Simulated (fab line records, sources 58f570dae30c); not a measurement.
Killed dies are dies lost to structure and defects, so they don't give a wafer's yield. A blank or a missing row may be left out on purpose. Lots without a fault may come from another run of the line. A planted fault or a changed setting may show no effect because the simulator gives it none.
A struck lot beside a sound one | flow berkeley_cmos170 | 17 steps out of a route of 331
Sound: wafers L467.1, L467.3, L467.5. Struck: wafers L476.3, L476.4, L476.5. The cause comes at the end.
At each step with rows: each side's tool, then ch and its chambers, then its first start. Under that, the readings that differ: sound wafers | struck wafers | difference of the means | sigmas: that difference in standard deviations of wafers without a fault.
alike: readings whose means differ by less than 2 such deviations, and words and numbers that are the same on both sides. not compared: withheld readings, readings that some wafer has no value for, bounds like >300 that may hide the same value, and numbers for which the record gives no deviation and whose values overlap.
The two part at a step that has a row with sigmas, a row that says differs or no value, or rows on one side only. Numbers that don't overlap but have no deviation are shown without sigmas and don't part them. A reading that every wafer of one side lacks parts them only if that side has two wafers or more.

first, 1 step without rows for these wafers: UCB170_M3_SOFTBAKE_06 (time 60 s).
UCB170_M3_STRIP_07: strips in O2.
  sound on plasma_asher-04 ch 0,1, day 7 17:29; struck on plasma_asher-02 ch 0,1, day 9 22:08
  alike: chamber_pressure_mTorr, drypump_motor_current_A, oes_product_au, strip_time_to_endpoint_s
  not compared: rf_hours_counter_h
then, 7 steps without rows for these wafers: UCB170_M3_STRIP_08 (strips KrF in DMSO, time 600 s); UCB170_M3_COAT_09; UCB170_M3_COAT_10 (resist thk 900 nm); UCB170_M3_SOFTBAKE_11 (time 60 s); UCB170_M3_EXPOSE_12 (exposes mask METAL3, target cd 700 nm); UCB170_M3_PEB_13; UCB170_M3_DEVELOP_14 (develop time 46.53 s).
UCB170_M3_CD_MEAS_15: target cd 700 nm.
  sound on cd_sem-01, day 7 19:08; struck on cd_sem-01, day 9 23:33
  alike: cd_nm
UCB170_M3_OVL_MEAS_16:
  sound on overlay-01, day 7 19:16; struck on overlay-01, day 9 23:38
  alike: M3_OVL
UCB170_M3_ETCH_17: etches BARC in N2/H2.
  sound on rie_diel-02 ch 0,2,3, day 7 19:18; struck on rie_diel-03 ch 1,2,3, day 9 23:40
  alike: chamber_pressure_mTorr, drypump_motor_current_A, n2_flow_sccm, oes_product_au, throttle_valve_pct
UCB170_M3_METAL_ETCH_18: etches Al in Cl2/BCl3, stops on SiO2, target depth 1170 nm, time 195 s.
  sound on rie_metal-04 ch 0,1, day 7 19:20; struck on rie_metal-03 ch 0,1, day 9 23:46
  reading                             | sound             | struck            | difference | sigmas
  oes_product_au (a.u.)               | 0.855 0.850 0.860 | 1.012 0.963 1.003 | +0.138     | +11
  run_length_s (s)                    | 222.8 223.0 223.2 | 81.1 81.6 81.2    | -141.7     | -99 or more
  model.M3.feature_depth_nm (nm)      | 960.3 958.2 966.5 | 309 298.8 310.6   | -656       |
  model.etch.depth_nm (nm)            | 907.7 899.1 907.5 | 309 298.8 310.6   | -599       |
  model.KrF_of_M3_COAT_10.thk_nm (nm) | 258.5 184.5 185.6 | 707.6 711 703     | +497.7     |
  alike: chamber_pressure_mTorr, drypump_motor_current_A, throttle_valve_pct
  not compared: rf_hours_counter_h
UCB170_M3_STRIP_19: strips in O2.
  sound on plasma_asher-02 ch 0, day 7 19:32; struck on plasma_asher-02 ch 0,1, day 9 23:56
  reading               | sound             | struck            | difference | sigmas
  oes_product_au (a.u.) | 0.593 0.513 0.514 | 0.721 0.733 0.729 | +0.188     | +7
  alike: chamber_pressure_mTorr, drypump_motor_current_A
  not compared: rf_hours_counter_h
UCB170_M3_CD_MEAS_90: target cd 700 nm.
  sound on cd_sem-02, day 7 19:38; struck on cd_sem-02, day 10 00:07
  reading    | sound       | struck      | difference | sigmas
  cd_nm (nm) | 703 701 704 | 745 742 745 | +41        | +9
UCB170_M3_BOW_MEAS_20:
  sound on film_metro-02, day 7 19:45; struck on film_metro-03, day 10 00:14
  alike: M3_BOW
UCB170_M3_PROBE_99:
  sound on prober-02, day 7 19:52; struck on prober-02, day 10 00:28
  reading                           | sound | struck | difference | sigmas
  model.etest.antenna_m2.short      | 0 0 0 | 1 1    | +1         |
  model.etest.antenna_m3.short      | 0 0 0 | 1 1    | +1         |
  model.etest.antenna_m2.over_limit | 0 0 0 | 1 1    | +1         |
  model.etest.antenna_m3.over_limit | 0 0 0 | 1 1    | +1         |

WHERE THEY PART
First at UCB170_M3_METAL_ETCH_18; last, within this record, at UCB170_M3_CD_MEAS_90. Later steps at which nothing parts them and some readings are alike: UCB170_M3_BOW_MEAS_20.

WHY: what the simulator had put in
Process parameter drift: rie_metal-03, from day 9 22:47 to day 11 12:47, at UCB170_M3_METAL_ETCH_18. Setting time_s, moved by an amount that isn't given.
